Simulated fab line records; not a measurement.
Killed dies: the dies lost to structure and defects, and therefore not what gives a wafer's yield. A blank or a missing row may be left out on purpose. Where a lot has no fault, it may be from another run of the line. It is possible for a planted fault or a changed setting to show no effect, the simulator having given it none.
Comparing a struck lot with a sound one	flow rit cmos	15 out of 202 route steps
Sound: these wafers, L458.1, L458.2, L458.4. Wafers L470.2, L470.5, L470.6 were the ones struck. The cause is named last.
Each step with rows lists, per side, the tool, then ch with its chambers, then its first start. Under that, the readings that differ: sound wafers	struck wafers	difference of the means	sigmas: that difference in standard deviations of wafers without a fault.
alike: readings with means less than 2 such deviations apart, plus words and numbers identical on both sides. not compared: withheld readings, readings lacking a value on some wafer, bounds such as >300 that could conceal the same value, and numbers that have no deviation in the record and whose values overlap.
A row with sigmas, a row that says differs or no value, or rows on one side alone: a step with any of these is where the two part. When numbers do not overlap yet have no deviation, they are printed without sigmas and do not part them. A reading missing from all wafers of one side parts the sides only when that side holds two or more wafers.

first, 2 steps without rows for these wafers: RIT_PLDD_HARDBAKE_07 (time 60 s); RIT_PLDD_IMPLANT_08.
RIT_PLDD_STRIP_09: strips in O2, time 180 s.
  sound on plasma asher-02 ch 0,1, day 3 11:25; struck on plasma asher-02 ch 0,1, day 6 02:05
  alike: drypump motor current A
  not compared: rf hours counter h
RIT_PLDD_TW_MEAS_10:
  sound: film metro-01 at day 3 11:35; struck: film metro-02 at day 6 02:16
  alike: PLDD_TW
then, 4 steps without rows for these wafers: RIT_SPACER_CLEAN_00 (cleans in SC1, time 600 s); RIT_SPACER_CLEAN_01 (cleans in dHF, time 30 s); RIT_SPACER_CLEAN_02 (cleans in SC2, time 600 s); RIT_SPACER_CVD_03 (deposits Si3N4 from SiH2Cl2/NH3, target thk 250 nm, time 3300 s).
RIT_SPACER_THK_MEAS_04:
  sound: film metro-01 at day 3 13:59; struck: film metro-01 at day 6 04:37
  alike: SPACER_NITRIDE_THK
RIT_SPACER_ETCHBACK_05: etches Si3N4 in SF6/CHF3, stops on SiO2, target depth 250 nm, time 246.9 s.
  sound on rie diel-03 ch 0,1,3, day 3 14:02; struck on rie diel-02 ch 0,2,3, day 6 04:40
reading	sound	struck	difference	sigmas
throttle valve pct (%)	10.54 10.40 10.45	10.10 10.00 10.26	-0.34	-2
  alike: drypump motor current A, oes product au
  not compared: rf hours counter h
then, 2 steps without rows for these wafers: RIT_NSD_HMDS_00 (prime time 60 s); RIT_NSD_COAT_01 (resist thk 1000 nm).
RIT_NSD_SOFTBAKE_02: time 60 s.
  sound on litho track-02 ch 0, day 3 14:29; struck on litho track-02 ch 0, day 6 05:08
reading	sound	struck	difference	sigmas
run length s (s)	89.15 89.06 88.88	103.92 103.96 104.08	+14.96	+88
  alike: resist line temp C
then, 1 step without rows for these wafers: RIT_NSD_EXPOSE_03 (exposes mask M9, target cd 40700 nm).
RIT_M1_PROBE_99:
  sound: prober-02 at day 4 01:35; struck: prober-02 at day 6 15:55
  alike: killed at front end, killed dies, killed on rim, killed open, killed short

== WHERE THEY PART ==
Earliest at RIT_SPACER_ETCHBACK_05; latest, in this record, at RIT_NSD_SOFTBAKE_02. Later steps at which nothing parts them and some readings are alike: RIT_M1_PROBE_99.

WHY: the cause the simulator had injected
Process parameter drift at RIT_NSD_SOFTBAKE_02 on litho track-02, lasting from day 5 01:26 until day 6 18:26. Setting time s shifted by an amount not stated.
